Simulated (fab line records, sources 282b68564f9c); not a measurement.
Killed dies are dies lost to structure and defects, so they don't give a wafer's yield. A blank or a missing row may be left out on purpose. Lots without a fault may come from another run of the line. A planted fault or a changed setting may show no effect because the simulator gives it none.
A struck lot beside a sound one | flow rit_cmos | 38 steps out of a route of 202
Sound: wafers L485.1, L485.2, L485.4. Struck: wafers L498.1, L498.4, L498.6. The cause comes at the end.
At each step with rows: each side's tool, then ch and its chambers, then its first start. Under that, the readings that differ: sound wafers | struck wafers | difference of the means | sigmas: that difference in standard deviations of wafers without a fault.
alike: readings whose means differ by less than 2 such deviations, and words and numbers that are the same on both sides. not compared: withheld readings, readings that some wafer has no value for, bounds like >300 that may hide the same value, and numbers for which the record gives no deviation and whose values overlap.
The two part at a step that has a row with sigmas, a row that says differs or no value, or rows on one side only. Numbers that don't overlap but have no deviation are shown without sigmas and don't part them. A reading that every wafer of one side lacks parts them only if that side has two wafers or more.

first, 3 steps without rows for these wafers: RIT_GATE_EXPOSE_13 (exposes mask M6, target cd 150 nm); RIT_GATE_PEB_14; RIT_GATE_DEVELOP_15 (develop time 50 s).
RIT_GATE_CD_MEAS_16: target cd 150 nm.
  sound on cd_sem-02, day 4 00:47; struck on cd_sem-02, day 6 21:04
  alike: cd_nm
RIT_GATE_OVL_MEAS_17:
  sound on overlay-02, day 4 00:54; struck on overlay-02, day 6 21:11
  alike: GATE_OVL
then, 1 step without rows for these wafers: RIT_GATE_HARDBAKE_18 (time 60 s).
RIT_GATE_ETCH_19: etches poly-Si in SF6/CHF3/O2, stops on SiO2, time 165 s, target depth 312.5 nm.
  sound on rie_si-01 ch 0,1,3, day 4 01:14; struck on rie_si-01 ch 2,3, day 6 21:30
  alike: drypump_motor_current_A, oes_product_au, throttle_valve_pct
  not compared: rf_hours_counter_h
RIT_GATE_STRIP_20: strips in O2, time 180 s.
  sound on plasma_asher-02 ch 0,1, day 4 01:20; struck on plasma_asher-01 ch 1, day 6 21:37
  alike: drypump_motor_current_A
  not compared: rf_hours_counter_h
RIT_GATE_CD_MEAS_90: target cd 150 nm.
  sound on cd_sem-01, day 4 01:31; struck on cd_sem-01, day 6 21:47
  alike: cd_nm
then, 3 steps without rows for these wafers: RIT_REOX_CLEAN_00 (cleans in SC1, time 600 s); RIT_REOX_CLEAN_01 (cleans in dHF, time 29.24 s); RIT_REOX_CLEAN_02 (cleans in SC2, time 600 s).
RIT_REOX_OXIDATION_03: target thk 25.2 nm, ox time 5580 s.
  sound on furnace-03 ch 0, day 4 03:07; struck on furnace-01 ch 0, day 6 23:24
  reading                                     | sound             | struck              | difference | sigmas
  spike_tc_centre_C (C)                       | 901.7 903.9 903.3 | 875.8 876.6 874.9   | -27.2      | -18
  spike_tc_load_C (C)                         | 926.3 929.3 927.2 | 902.8 901.3 902.6   | -25.4      | -23
  spike_tc_source_C (C)                       | 922.3 922.7 922.1 | 897.7 898.8 900.8   | -23.3      | -17
  tube_center_temp_C (C)                      | 899.94 900 899.98 | 874.94 874.9 874.99 | -25.03     | -99 or more
  tube_center_temp_C_max                      | 902.3 903.0 902.1 | 877.2 877.4 876.7   | -25.4      | -56
  model.SiO2_of_REOX_OXIDATION_03.thk_nm (nm) | 25.05 25.14 25.25 | 20.23 20.24 20.17   | -4.93      |
RIT_REOX_THK_MEAS_04:
  sound on film_metro-04, day 4 05:40; struck on film_metro-04, day 7 01:57
  reading             | sound          | struck         | difference | sigmas
  REOX_OXIDE_THK (nm) | 25.1 25.1 25.2 | 20.3 20.3 20.2 | -4.9       | -9
then, 6 steps without rows for these wafers: RIT_NLDD_HMDS_00 (prime time 60 s); RIT_NLDD_COAT_01 (resist thk 1000 nm); RIT_NLDD_SOFTBAKE_02 (time 60 s); RIT_NLDD_EXPOSE_03 (exposes mask M7, target cd 40700 nm); RIT_NLDD_PEB_04; RIT_NLDD_DEVELOP_05 (develop time 50 s).
RIT_NLDD_OVL_MEAS_06:
  sound on overlay-01, day 4 06:52; struck on overlay-02, day 7 02:59
  alike: NLDD_OVL
then, 2 steps without rows for these wafers: RIT_NLDD_HARDBAKE_07 (time 60 s); RIT_NLDD_IMPLANT_08.
RIT_NLDD_STRIP_09: strips in O2, time 180 s.
  sound on plasma_asher-03 ch 0,1, day 4 07:14; struck on plasma_asher-02 ch 0,1, day 7 03:19
  alike: drypump_motor_current_A
  not compared: rf_hours_counter_h
RIT_NLDD_TW_MEAS_10:
  sound on film_metro-03, day 4 07:25; struck on film_metro-03, day 7 03:30
  alike: NLDD_TW
then, 6 steps without rows for these wafers: RIT_PLDD_HMDS_00 (prime time 60 s); RIT_PLDD_COAT_01 (resist thk 1000 nm); RIT_PLDD_SOFTBAKE_02 (time 60 s); RIT_PLDD_EXPOSE_03 (exposes mask M8, target cd 40900 nm); RIT_PLDD_PEB_04; RIT_PLDD_DEVELOP_05 (develop time 50 s).
RIT_PLDD_OVL_MEAS_06:
  sound on overlay-01, day 4 08:26; struck on overlay-02, day 7 04:36
  alike: PLDD_OVL
then, 2 steps without rows for these wafers: RIT_PLDD_HARDBAKE_07 (time 60 s); RIT_PLDD_IMPLANT_08.
RIT_PLDD_STRIP_09: strips in O2, time 180 s.
  sound on plasma_asher-03 ch 0,1, day 4 08:54; struck on plasma_asher-04 ch 0,1, day 7 05:11
  alike: drypump_motor_current_A
  not compared: rf_hours_counter_h
RIT_PLDD_TW_MEAS_10:
  sound on film_metro-04, day 4 09:05; struck on film_metro-03, day 7 05:22
  alike: PLDD_TW
RIT_SPACER_CLEAN_00: cleans in SC1, time 600 s.
  sound on wet_bench-04 ch 1, day 4 09:08; struck on wet_bench-01 ch 0, day 7 05:25
  reading                                     | sound             | struck            | difference | sigmas
  model.SiO2_of_REOX_OXIDATION_03.thk_nm (nm) | 23.08 23.15 23.24 | 18.71 18.72 18.65 | -4.46      |
then, 1 step without rows for these wafers: RIT_SPACER_CLEAN_01 (cleans in dHF, time 30 s).

WHERE THEY PART
First at RIT_REOX_OXIDATION_03; last, within this record, at RIT_REOX_THK_MEAS_04. Later steps at which nothing parts them and some readings are alike: RIT_NLDD_OVL_MEAS_06, RIT_NLDD_STRIP_09, RIT_NLDD_TW_MEAS_10, RIT_PLDD_OVL_MEAS_06, RIT_PLDD_STRIP_09, RIT_PLDD_TW_MEAS_10.

WHY: what the simulator had put in
Process parameter drift: furnace-01, from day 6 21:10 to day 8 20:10, at RIT_REOX_OXIDATION_03. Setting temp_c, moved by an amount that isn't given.
